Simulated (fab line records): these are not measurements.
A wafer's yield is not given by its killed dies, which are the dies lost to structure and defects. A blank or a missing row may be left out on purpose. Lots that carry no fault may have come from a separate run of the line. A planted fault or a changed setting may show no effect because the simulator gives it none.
A struck lot beside a sound one | flow berkeleyCmos170 | 14 out of 331 route steps
Sound: wafers L969.2, L969.4, L969.5. Wafers L973.1, L973.2, L973.3 were the ones struck. Last of all comes the cause.
At each step with rows: each side's tool, then ch and its chambers, then its first start. Under that, the readings that differ: sound wafers | struck wafers | difference of the means | sigmas: that difference in standard deviations of wafers without a fault.
alike: words and numbers the same on both sides, and readings whose means are apart by under 2 such deviations; not compared: readings that were withheld, readings missing a value for some wafer, numbers with overlapping values and no deviation given by the record, and bounds like >300 which may hide the same value.
The two part at a step that has a row with sigmas, a row that says differs or no value, or rows on one side only. When numbers do not overlap yet have no deviation, they are printed without sigmas and do not part them. Lack of a reading on every wafer of one side parts them only where that side has two or more wafers.

first, 6 steps without rows for these wafers: UCB170_M2_COAT_09; UCB170_M2_COAT_10 (resist thk 900 nm); UCB170_M2_SOFTBAKE_11 (time 60 s); UCB170_M2_EXPOSE_12 (exposes mask METAL2, target cd 700 nm); UCB170_M2_PEB_13; UCB170_M2_DEVELOP_14 (develop time 45 s).
UCB170_M2_CD_MEAS_15 targets a cd of 700 nm.
  sound on cdSem-02, day 7 09:05; struck on cdSem-01, day 8 23:18
  alike: cdNm
UCB170_M2_OVL_MEAS_16:
  sound on overlay-02, day 7 09:11; struck on overlay-01, day 8 23:25
  alike: M2_OVL
UCB170_M2_ETCH_17: etches BARC in N2/H2.
  sound on rieDiel-03 ch 0,1,2, day 7 09:13; struck on rieDiel-01 ch 0,1,3, day 8 23:27
  alike: chamberPressureMTorr, drypumpMotorCurrentA, oesProductAu, throttleValvePct
UCB170_M2_METAL_ETCH_18: etches Al in Cl2/BCl3, stops on SiO2, target depth 1170 nm, time 195 s.
  sound on rieMetal-01 ch 1, day 7 09:19; struck on rieMetal-03 ch 0,1, day 8 23:30
reading             | sound             | struck            | difference | sigmas
oesProductAu (a.u.) | 0.837 0.859 0.844 | 0.865 0.863 0.873 | +0.020     | +2
  alike: bcl3FlowSccm, chamberPressureMTorr, drypumpMotorCurrentA, throttleValvePct
  not compared: rfHoursCounterH
UCB170_M2_STRIP_19: strips in O2.
  sound on plasmaAsher-03 ch 0,1, day 7 09:38; struck on plasmaAsher-04 ch 0,1, day 8 23:41
  alike: chamberPressureMTorr, drypumpMotorCurrentA, oesProductAu
  not compared: rfHoursCounterH
UCB170_M2_CD_MEAS_90 targets a cd of 700 nm.
  sound on cdSem-01, day 7 09:46; struck on cdSem-02, day 8 23:47
  alike: cdNm
UCB170_V2_CVD_00: deposits SiO2 from TEOS/O2, target thk 2000 nm, time 250 s.
  sound on pecvd-03 ch 1,2, day 7 09:52; struck on pecvd-01 ch 0,1,2, day 8 23:54
  no value came back on the struck wafers for heaterPowerW (W), pressureMtorr (mTorr); on the sound wafers heaterPowerW (W) reads 300 221 222
UCB170_M3_PROBE_99:
  sound wafers here have rows in the record (prober-02, day 7 14:52); struck ones have none

## WHERE THEY PART
First at UCB170_M2_METAL_ETCH_18; last, within this record, at UCB170_M3_PROBE_99.

WHY: whatever the simulator had introduced
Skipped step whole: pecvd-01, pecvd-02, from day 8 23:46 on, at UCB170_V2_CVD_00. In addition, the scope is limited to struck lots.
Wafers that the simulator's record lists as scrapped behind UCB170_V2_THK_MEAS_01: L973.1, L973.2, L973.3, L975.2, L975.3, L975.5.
